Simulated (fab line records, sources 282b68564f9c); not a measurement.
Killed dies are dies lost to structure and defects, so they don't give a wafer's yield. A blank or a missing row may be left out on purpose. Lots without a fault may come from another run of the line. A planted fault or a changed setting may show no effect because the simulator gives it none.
A struck lot beside a sound one | flow rit_cmos | 34 steps out of a route of 202
Sound: wafers L207.1, L207.2, L207.4. Struck: wafers L219.2, L219.3, L219.6. The cause comes at the end.
At each step with rows: each side's tool, then ch and its chambers, then its first start. Under that, the readings that differ: sound wafers | struck wafers | difference of the means | sigmas: that difference in standard deviations of wafers without a fault.
alike: readings whose means differ by less than 2 such deviations, and words and numbers that are the same on both sides. not compared: withheld readings, readings that some wafer has no value for, bounds like >300 that may hide the same value, and numbers for which the record gives no deviation and whose values overlap.
The two part at a step that has a row with sigmas, a row that says differs or no value, or rows on one side only. Numbers that don't overlap but have no deviation are shown without sigmas and don't part them. A reading that every wafer of one side lacks parts them only if that side has two wafers or more.

first, 2 steps without rows for these wafers: RIT_SPACER_CLEAN_02 (cleans in SC2, time 600 s); RIT_SPACER_CVD_03 (deposits Si3N4 from SiH2Cl2/NH3, target thk 250 nm, time 3300 s).
RIT_SPACER_THK_MEAS_04:
  sound on film_metro-04, day 4 21:02; struck on film_metro-01, day 6 23:25
  alike: SPACER_NITRIDE_THK
RIT_SPACER_ETCHBACK_05: etches Si3N4 in SF6/CHF3, stops on SiO2, target depth 250 nm, time 240 s.
  sound on rie_diel-04 ch 0,2,3, day 4 21:06; struck on rie_diel-04 ch 0,1,2, day 6 23:28
  alike: drypump_motor_current_A, oes_product_au, throttle_valve_pct
  not compared: rf_hours_counter_h
then, 6 steps without rows for these wafers: RIT_NSD_HMDS_00 (prime time 60 s); RIT_NSD_COAT_01 (resist thk 1000 nm); RIT_NSD_SOFTBAKE_02 (time 60 s); RIT_NSD_EXPOSE_03 (exposes mask M9, target cd 40700 nm); RIT_NSD_PEB_04; RIT_NSD_DEVELOP_05 (develop time 50 s).
RIT_NSD_OVL_MEAS_06:
  sound on overlay-01, day 4 22:06; struck on overlay-02, day 7 00:36
  alike: NSD_OVL
then, 1 step without rows for these wafers: RIT_NSD_HARDBAKE_07 (time 60 s).
RIT_NSD_IMPLANT_08:
  sound on implanter-03 ch 0, day 4 22:17; struck on implanter-01 ch 0, day 7 00:49
  reading            | sound                        | struck                          | difference  | sigmas
  dose_ions_cm2      | 9.987e+14 9.995e+14 9.99e+14 | 1.5029e+15 1.502e+15 1.5029e+15 | +5.0353e+14 | +99 or more
  faraday_current_uA | 3253 3175 3112               | 4608 4577 4710                  | +1452       | +24
  alike: end_station_pressure_torr
RIT_NSD_STRIP_09: strips in O2, time 180 s.
  sound on plasma_asher-03 ch 0,1, day 4 22:26; struck on plasma_asher-01 ch 0,1, day 7 00:56
  alike: drypump_motor_current_A
  not compared: rf_hours_counter_h
RIT_NSD_TW_MEAS_10:
  sound on film_metro-02, day 4 22:37; struck on film_metro-01, day 7 01:07
  reading | sound          | struck         | difference | sigmas
  NSD_TW  | 3150 3163 3155 | 3415 3391 3431 | +256       | +18
then, 6 steps without rows for these wafers: RIT_PSD_HMDS_00 (prime time 60 s); RIT_PSD_COAT_01 (resist thk 1000 nm); RIT_PSD_SOFTBAKE_02 (time 60 s); RIT_PSD_EXPOSE_03 (exposes mask M10, target cd 40900 nm); RIT_PSD_PEB_04; RIT_PSD_DEVELOP_05 (develop time 50 s).
RIT_PSD_OVL_MEAS_06:
  sound on overlay-01, day 4 23:40; struck on overlay-01, day 7 02:10
  alike: PSD_OVL
then, 2 steps without rows for these wafers: RIT_PSD_HARDBAKE_07 (time 60 s); RIT_PSD_IMPLANT_08.
RIT_PSD_STRIP_09: strips in O2, time 180 s.
  sound on plasma_asher-04 ch 0,1, day 5 00:00; struck on plasma_asher-01 ch 0,1, day 7 02:30
  alike: drypump_motor_current_A
  not compared: rf_hours_counter_h
RIT_PSD_TW_MEAS_10:
  sound on film_metro-01, day 5 00:10; struck on film_metro-01, day 7 02:41
  alike: PSD_TW
then, 3 steps without rows for these wafers: RIT_SDANNEAL_CLEAN_00 (cleans in SC1, time 600 s); RIT_SDANNEAL_CLEAN_01 (cleans in dHF, time 30 s); RIT_SDANNEAL_CLEAN_02 (cleans in SC2, time 600 s).
RIT_SDANNEAL_RTA_03: time 5 s.
  sound on rtp_anneal-02 ch 0, day 5 00:36; struck on rtp_anneal-02 ch 0, day 7 03:07
  alike: chamber_o2_ppm, wafer_temp_C_max
RIT_SDANNEAL_RS_MEAS_04: measures by four-point-probe.
  sound on film_metro-01, day 5 00:40; struck on film_metro-01, day 7 03:11
  reading         | sound                | struck               | difference | sigmas
  PSD_RS (ohm/sq) | 115.30 115.35 115.38 | 115.65 116.11 116.06 | +0.60      | +2
RIT_SDANNEAL_RS_MEAS_05: measures by four-point-probe.
  sound on film_metro-01, day 5 00:47; struck on film_metro-01, day 7 03:18
  reading         | sound             | struck            | difference | sigmas
  NSD_RS (ohm/sq) | 84.20 84.43 84.31 | 62.16 62.22 62.21 | -22.12     | -82
RIT_SDANNEAL_RS_MEAS_06: measures by four-point-probe.
  sound on film_metro-01, day 5 00:54; struck on film_metro-01, day 7 03:25
  alike: PLDD_RS
RIT_M1_PROBE_99:
  sound on prober-01, day 5 08:12; struck on prober-01, day 7 10:37
  reading                               | sound             | struck            | difference | sigmas
  model.etest.nmos_0p3.r_on_ohm_um      | 2144 2143 2173    | 1939 1955 1931    | -212       |
  model.etest.nmos_0p15.r_on_ohm_um     | 1104 1104 1138    | 1037 1047 1040    | -74        |
  model.etest.nmos_0p15.drive_ua_um     | 479.3 480.4 478.5 | 509.5 498.4 496.2 | +22.0      |
  model.etest.nmos_narrow.drive_ua_um   | 221.8 226.7 225.6 | 263.9 254.8 254   | +32.9      |
  model.etest.nmos_0p3.drive_ua_um      | 226.6 230.2 228.2 | 262.7 255.3 254.9 | +29.3      |
  model.etest.contact_nplus.end_ohm_um  | 42.02 42.77 42.05 | 24.65 24.18 24.42 | -17.86     |
  model.etest.npoly_line.rs_ohm_sq      | 16.72 16.75 16.57 | 16.43 16.34 16.3  | -0.32      |
  model.etest.nmos_0p15.tox_inv_nm (nm) | 4.478 4.467 4.396 | 3.985 4.072 4.04  | -0.415     |
  alike: killed_at_contacts, killed_at_front_end, killed_dies, killed_open, killed_short

WHERE THEY PART
First at RIT_NSD_IMPLANT_08; last, within this record, at RIT_SDANNEAL_RS_MEAS_05. Later steps at which nothing parts them and some readings are alike: RIT_SDANNEAL_RS_MEAS_06, RIT_M1_PROBE_99.

WHY: what the simulator had put in
Process parameter drift: implanter-01, from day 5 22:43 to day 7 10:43, at RIT_NSD_IMPLANT_08. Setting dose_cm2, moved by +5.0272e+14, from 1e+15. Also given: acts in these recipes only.
